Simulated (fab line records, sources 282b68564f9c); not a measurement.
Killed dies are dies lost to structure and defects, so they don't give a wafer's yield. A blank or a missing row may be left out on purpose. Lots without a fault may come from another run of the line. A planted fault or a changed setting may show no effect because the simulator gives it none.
Which tool did it? | flow rit_cmos | 15 lots, 45 wafers sampled, at 5 steps of a route of 202

WHAT THE GAUGES READ, wafer by wafer
RIT_ACTIVE_THK_MEAS_02.
lot  | measured    | on            | ACTIVE_OXIDE_THK (nm)
L462 | day 1 14:57 | film_metro-01 | 46.2 45.9 46.5
L463 | day 1 17:58 | film_metro-04 | 46.0 45.7 45.4
L464 | day 1 22:28 | film_metro-01 | 45.8 46.3 46.1
L465 | day 2 03:29 | film_metro-02 | 48.8 49.1 48.6
L466 | day 2 08:03 | film_metro-02 | 47.5 47.3 47.5
L467 | day 2 13:51 | film_metro-01 | 46.5 46.6 46.7
L468 | day 2 18:25 | film_metro-01 | 46.5 46.6 46.5
L469 | day 2 23:41 | film_metro-01 | 47.5 47.2 47.4
L470 | day 3 05:28 | film_metro-01 | 55.4 54.6 54.4
L471 | day 3 11:17 | film_metro-02 | 54.6 54.3 54.4
L472 | day 3 14:32 | film_metro-02 | 54.8 55.4 55.0
L477 | day 4 15:37 | film_metro-02 | 46.2 45.4 44.4
L478 | day 4 20:03 | film_metro-02 | 45.4 46.3 46.2
L484 | day 6 02:44 | film_metro-02 | 46.8 46.2 47.0
L485 | day 6 07:05 | film_metro-02 | 48.5 47.4 48.7

RIT_NRETRO_TW_MEAS_10.
lot  | measured    | on            | NRETRO_TW
L462 | day 2 13:21 | film_metro-04 | 1047 1051 1051
L463 | day 2 12:46 | film_metro-02 | 1039 1038 1036
L464 | day 2 18:14 | film_metro-04 | 1056 1048 1054
L465 | day 3 03:36 | film_metro-04 | 1061 1059 1059
L466 | day 3 05:03 | film_metro-04 | 1058 1055 1061
L467 | day 3 08:45 | film_metro-01 | 1039 1041 1039
L468 | day 3 17:53 | film_metro-02 | 1035 1024 1025
L469 | day 3 20:35 | film_metro-02 | 1032 1034 1037
L470 | day 4 01:52 | film_metro-04 | 1055 1055 1063
L471 | day 4 09:58 | film_metro-02 | 1040 1039 1041
L472 | day 4 10:11 | film_metro-01 | 1051 1051 1054
L477 | day 5 14:10 | film_metro-02 | 1046 1042 1046
L478 | day 5 19:03 | film_metro-01 | 1044 1041 1046
L484 | day 6 20:59 | film_metro-02 | 1041 1043 1045
L485 | day 7 01:50 | film_metro-02 | 1039 1042 1052

RIT_CONTACT_CD_MEAS_08: target cd 1000 nm.
lot  | measured    | on        | cd_nm (nm)
L462 | day 3 14:31 | cd_sem-02 | 1002.7 999.9 1002.0
L463 | day 3 16:04 | cd_sem-02 | 1005.5 1005.8 1005.0
L464 | day 3 20:44 | cd_sem-02 | 998.9 999.4 1000.8
L465 | day 4 04:31 | cd_sem-02 | 998.3 995.5 998.8
L466 | day 4 08:06 | cd_sem-01 | 1001.9 999.8 1001.8
L467 | day 4 08:30 | cd_sem-02 | 1002.8 1001.7 1000.5
L468 | day 4 21:04 | cd_sem-01 | 998.2 996.1 998.0
L469 | day 4 23:48 | cd_sem-01 | 1001.7 1002.1 1001.6
L470 | day 5 00:46 | cd_sem-02 | 1002.2 1004.1 1001.2
L471 | day 5 11:40 | cd_sem-02 | 997.6 998.7 998.1
L472 | day 5 12:05 | cd_sem-01 | 1000.6 1002.2 1003.2
L477 | day 6 18:35 | cd_sem-02 | 997.4 996.8 998.6
L478 | day 6 21:26 | cd_sem-02 | 1000.8 1002.5 1004.9
L484 | day 7 21:21 | cd_sem-01 | 1001.4 1001.7 1001.7
L485 | day 8 02:20 | cd_sem-01 | 1001.4 1002.9 1002.1

WHICH TOOL RAN EACH LOT (tool, then ch and the chambers of the sampled wafers, then the start)
lot  | RIT_ACTIVE_OXIDATION_01      | RIT_NRETRO_STRIP_09
L462 | furnace-04 ch 0, day 1 13:01 | plasma_asher-03 ch 0,1, day 2 13:11
L463 | furnace-04 ch 0, day 1 16:01 | plasma_asher-04 ch 0,1, day 2 12:35
L464 | furnace-04 ch 0, day 1 20:31 | plasma_asher-03 ch 0,1, day 2 18:05
L465 | furnace-02 ch 0, day 2 01:32 | plasma_asher-03 ch 0,1, day 3 03:22
L466 | furnace-04 ch 0, day 2 06:07 | plasma_asher-04 ch 0,1, day 3 04:52
L467 | furnace-04 ch 0, day 2 11:55 | plasma_asher-01 ch 0,1, day 3 08:35
L468 | furnace-02 ch 0, day 2 16:28 | plasma_asher-03 ch 1, day 3 17:43
L469 | furnace-04 ch 0, day 2 21:44 | plasma_asher-03 ch 0,1, day 3 20:27
L470 | furnace-04 ch 0, day 3 03:32 | plasma_asher-03 ch 0,1, day 4 01:41
L471 | furnace-04 ch 0, day 3 09:19 | plasma_asher-01 ch 0,1, day 4 09:49
L472 | furnace-04 ch 0, day 3 12:35 | plasma_asher-03 ch 0,1, day 4 09:59
L477 | furnace-02 ch 0, day 4 13:41 | plasma_asher-03 ch 0,1, day 5 13:59
L478 | furnace-02 ch 0, day 4 18:07 | plasma_asher-04 ch 0,1, day 5 18:52
L484 | furnace-04 ch 0, day 6 00:49 | plasma_asher-04 ch 0,1, day 6 20:49
L485 | furnace-02 ch 0, day 6 05:07 | plasma_asher-03 ch 0,1, day 7 01:41
- RIT_ACTIVE_OXIDATION_01: target thk 46.8 nm, ox time 3360 s.
- RIT_NRETRO_STRIP_09: strips in O2, time 180 s.

WHAT THE TOOLS THEMSELVES READ (means of the sampled wafers that have a number; where no wafer has one, the mark that the record gives instead)
RIT_ACTIVE_OXIDATION_01.
lot  | tool       | spike_tc_centre_C (C) | spike_tc_load_C (C) | spike_tc_source_C (C) | tube_center_temp_C (C) | tube_center_temp_C_max | zone_power_source_pct (%)
L462 | furnace-04 | 1001.7                | 1028.9              | 1023.4                | 1000.05                | 1002.7                 | 34.3
L463 | furnace-04 | 1001.8                | 1029.5              | 1023.7                | 1000.09                | 1002.4                 | 34.7
L464 | furnace-04 | 1001.9                | 1030.0              | 1024.3                | 999.98                 | 1002.6                 | 34.5
L465 | furnace-02 | 1000.3                | 1030.5              | 1021.5                | 1000.03                | 1003.2                 | 33.5
L466 | furnace-04 | 1002.0                | 1029.9              | 1024.0                | 1000.01                | 1002.6                 | 34.5
L467 | furnace-04 | 1001.5                | 1028.8              | 1023.0                | 1000.06                | 1002.4                 | 34.3
L468 | furnace-02 | 1002.2                | 1031.9              | 1021.1                | 999.99                 | 1002.3                 | 33.8
L469 | furnace-04 | 1001.5                | 1029.7              | 1024.4                | 999.93                 | 1002.7                 | 34.4
L470 | furnace-04 | 1016.9                | 1044.4              | 1037.9                | 1014.90                | 1017.6                 | 35.7
L471 | furnace-04 | 1017.3                | 1044.9              | 1037.9                | 1015.00                | 1017.5                 | 35.7
L472 | furnace-04 | 1016.3                | 1044.2              | 1038.9                | 1015.03                | 1017.4                 | 36.0
L477 | furnace-02 | 1001.5                | 1030.4              | 1021.3                | 999.90                 | 1003.0                 | 33.4
L478 | furnace-02 | 1002.8                | 1030.9              | 1021.6                | 999.97                 | 1002.5                 | 33.7
L484 | furnace-04 | 1001.7                | 1029.9              | 1023.4                | 999.98                 | 1002.7                 | 34.0
L485 | furnace-02 | 1002.4                | 1031.2              | 1022.5                | 999.98                 | 1003.1                 | 33.7

RIT_NRETRO_STRIP_09.
lot  | tool            | drypump_motor_current_A (A)
L462 | plasma_asher-03 | 5.7
L463 | plasma_asher-04 | 5.7
L464 | plasma_asher-03 | 5.7
L465 | plasma_asher-03 | 5.8
L466 | plasma_asher-04 | 5.7
L467 | plasma_asher-01 | 6.2
L468 | plasma_asher-03 | 5.6
L469 | plasma_asher-03 | 5.7
L470 | plasma_asher-03 | 5.7
L471 | plasma_asher-01 | 6.2
L472 | plasma_asher-03 | 5.7
L477 | plasma_asher-03 | 5.8
L478 | plasma_asher-04 | 5.7
L484 | plasma_asher-04 | 6.0
L485 | plasma_asher-03 | 5.8

THE ANSWER, worked out from the rows above alone
Rule: what is usual is taken from the lots themselves. Put in order of their means at a reading, lots are off if they are a third of the lots or fewer, leave a main group of 4 or more, and stand apart from it by a gap of 3 or more times the standard deviation of the main group's means; of several such gaps the widest counts. A main group whose means are all the same, to the digits that the tables above print for the reading, isn't used. A lot without any number at a reading at which 4 lots or more have one is off too. The other lots that the step has rows for count as sound. The gauges are gone through in route order, then the tools' own readings, and for those a lot's mean is taken as printed above. The first step at which some lot is off is used, and at that step the reading that is off furthest; a lot without a number counts as furthest.
Off: L470, L471, L472, at RIT_ACTIVE_THK_MEAS_02 (ACTIVE_OXIDE_THK). The main group: mean 46.7 nm, standard deviation 0.99.
A tool fits if, at a process step before that reading, it ran every lot that is off, and no sound lot after the first of them. The gauges at RIT_ACTIVE_THK_MEAS_02 aren't tried: what is off there is off at RIT_ACTIVE_OXIDATION_01 too, on other tools, and a gauge's error can't cause that. None of those tried fits.

WHAT THE SIMULATOR HAD PUT IN
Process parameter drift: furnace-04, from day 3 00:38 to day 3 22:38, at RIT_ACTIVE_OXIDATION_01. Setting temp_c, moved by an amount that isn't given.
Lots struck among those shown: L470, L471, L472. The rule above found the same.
